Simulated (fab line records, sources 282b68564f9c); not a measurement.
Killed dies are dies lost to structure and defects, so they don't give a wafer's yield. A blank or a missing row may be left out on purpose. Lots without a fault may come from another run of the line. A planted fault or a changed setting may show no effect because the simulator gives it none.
Which tool did it? | flow rit_cmos | 14 lots, 42 wafers sampled, at 3 steps of a route of 202

WHAT THE GAUGES READ, wafer by wafer
RIT_GATE_THK_MEAS_07. Usual: GATE_OXIDE_THK 3.01 nm, standard deviation 0.062.
lot  | measured    | on            | GATE_OXIDE_THK (nm) | flag
L591 | day 2 13:18 | film_metro-01 | 3.00 2.94 2.96      |
L592 | day 2 19:31 | film_metro-03 | 3.05 3.08 2.99      |
L593 | day 2 23:38 | film_metro-01 | 2.96 2.93 3.03      |
L594 | day 3 04:49 | film_metro-02 | 3.05 2.93 2.94      |
L596 | day 3 22:54 | film_metro-03 | 2.94 2.92 3.05      |
L599 | day 4 19:46 | film_metro-03 | 3.07 3.01 3.03      |
L605 | day 6 02:04 | film_metro-03 | 3.04 3.05 3.02      |
L604 | day 6 02:04 | film_metro-01 | 3.16 3.07 3.13      |
L607 | day 6 06:28 | film_metro-03 | 3.02 2.98 2.97      |
L609 | day 6 21:25 | film_metro-03 | 2.94 2.95 2.89      |
L610 | day 6 21:25 | film_metro-01 | 3.02 2.96 2.95      |
L611 | day 6 22:52 | film_metro-01 | 2.98 2.99 2.97      |
L612 | day 7 09:22 | film_metro-02 | 3.04 3.04 3.03      |
L614 | day 7 12:04 | film_metro-03 | 2.91 2.97 2.99      |

WHICH TOOL RAN EACH LOT (tool, then ch and the chambers of the sampled wafers, then the start)
lot  | RIT_PWELL_STRIP_09                  | RIT_NRETRO_EXPOSE_03
L591 | plasma_asher-03 ch 0,1, day 2 02:04 | iline_stepper-02 ch 0, day 2 08:11
L592 | plasma_asher-03 ch 0,1, day 2 05:31 | iline_stepper-01 ch 0, day 2 12:33
L593 | plasma_asher-04 ch 0,1, day 2 10:29 | iline_stepper-01 ch 0, day 2 16:31
L594 | plasma_asher-03 ch 0,1, day 2 14:51 | iline_stepper-02 ch 0, day 2 21:14
L596 | plasma_asher-04 ch 0, day 3 01:16   | iline_stepper-01 ch 0, day 3 09:58
L599 | plasma_asher-02 ch 0,1, day 4 00:35 | iline_stepper-01 ch 0, day 4 09:51
L605 | plasma_asher-03 ch 0,1, day 5 03:13 | iline_stepper-02, day 5 13:23
L604 | plasma_asher-04 ch 0,1, day 5 03:27 | iline_stepper-01, day 5 13:38
L607 | plasma_asher-03 ch 0,1, day 5 18:11 | iline_stepper-01 ch 0, day 6 01:31
L609 | plasma_asher-02 ch 0, day 6 06:18   | iline_stepper-01 ch 0, day 6 14:46
L610 | plasma_asher-03 ch 0,1, day 6 06:44 | iline_stepper-02 ch 0, day 6 15:01
L611 | plasma_asher-02 ch 0,1, day 6 08:54 | iline_stepper-01 ch 0, day 6 15:19
L612 | plasma_asher-03 ch 0,1, day 6 20:23 | iline_stepper-01 ch 0, day 7 02:43
L614 | plasma_asher-04 ch 1, day 6 22:37   | iline_stepper-01 ch 0, day 7 06:05
- RIT_PWELL_STRIP_09: strips in O2, time 180 s.
- RIT_NRETRO_EXPOSE_03: exposes mask M4, target cd 43900 nm.

WHAT THE TOOLS THEMSELVES READ (means of the sampled wafers that have a number; where no wafer has one, the mark that the record gives instead)
RIT_PWELL_STRIP_09. Usual: drypump_motor_current_A 6.0 A, standard deviation 0.75.
lot  | tool            | drypump_motor_current_A (A) | flag
L591 | plasma_asher-03 | 5.9                         |
L592 | plasma_asher-03 | 5.4                         |
L593 | plasma_asher-04 | 6.7                         |
L594 | plasma_asher-03 | 5.9                         |
L596 | plasma_asher-04 | 6.8                         |
L599 | plasma_asher-02 | 5.3                         |
L605 | plasma_asher-03 | 5.4                         |
L604 | plasma_asher-04 | 6.7                         |
L607 | plasma_asher-03 | 5.9                         |
L609 | plasma_asher-02 | 5.4                         |
L610 | plasma_asher-03 | 5.9                         |
L611 | plasma_asher-02 | 5.3                         |
L612 | plasma_asher-03 | 5.4                         |
L614 | plasma_asher-04 | 6.6                         |

RIT_NRETRO_EXPOSE_03. Usual: exposure_dose_mJ_cm2 250.00, standard deviation 0.26; focus_offset_nm 0.1 nm, standard deviation 0.54.
lot  | tool             | exposure_dose_mJ_cm2 | focus_offset_nm (nm) | flag
L591 | iline_stepper-02 | 250.33               | 0.2                  |
L592 | iline_stepper-01 | 250.10               | -0.1                 |
L593 | iline_stepper-01 | 249.93               | 0.9                  |
L594 | iline_stepper-02 | 249.54               | -0.5                 |
L596 | iline_stepper-01 | 250.10               | -0.2                 |
L599 | iline_stepper-01 | 250.24               | 0.3                  |
L605 | iline_stepper-02 | -                    | -                    | OFF
L604 | iline_stepper-01 | -                    | -                    | OFF
L607 | iline_stepper-01 | 250.26               | 0.9                  |
L609 | iline_stepper-01 | 250.05               | 0.4                  |
L610 | iline_stepper-02 | 249.79               | -0.4                 |
L611 | iline_stepper-01 | 249.60               | -0.1                 |
L612 | iline_stepper-01 | 250.23               | 0.5                  |
L614 | iline_stepper-01 | 250.04               | 0.4                  |

THE ANSWER, worked out from the rows above alone
Rule: a lot is off if the mean of its wafers that have a number lies more than 3 standard deviations from the usual mean. A lot without any number at a reading at which 4 lots or more have one is off too. The other lots that the step has rows for count as sound. The gauges are gone through in route order, then the tools' own readings, and for those a lot's mean is taken as printed above. The first step at which some lot is off is used, and at that step the reading that is off furthest; a lot without a number counts as furthest.
Off: L605, L604, at RIT_NRETRO_EXPOSE_03 (exposure_dose_mJ_cm2). Without a number there: L605, L604.
A tool fits if, at that step or a process step before it, it ran every lot that is off, and no sound lot after the first of them. None of those tried fits.

WHAT THE SIMULATOR HAD PUT IN
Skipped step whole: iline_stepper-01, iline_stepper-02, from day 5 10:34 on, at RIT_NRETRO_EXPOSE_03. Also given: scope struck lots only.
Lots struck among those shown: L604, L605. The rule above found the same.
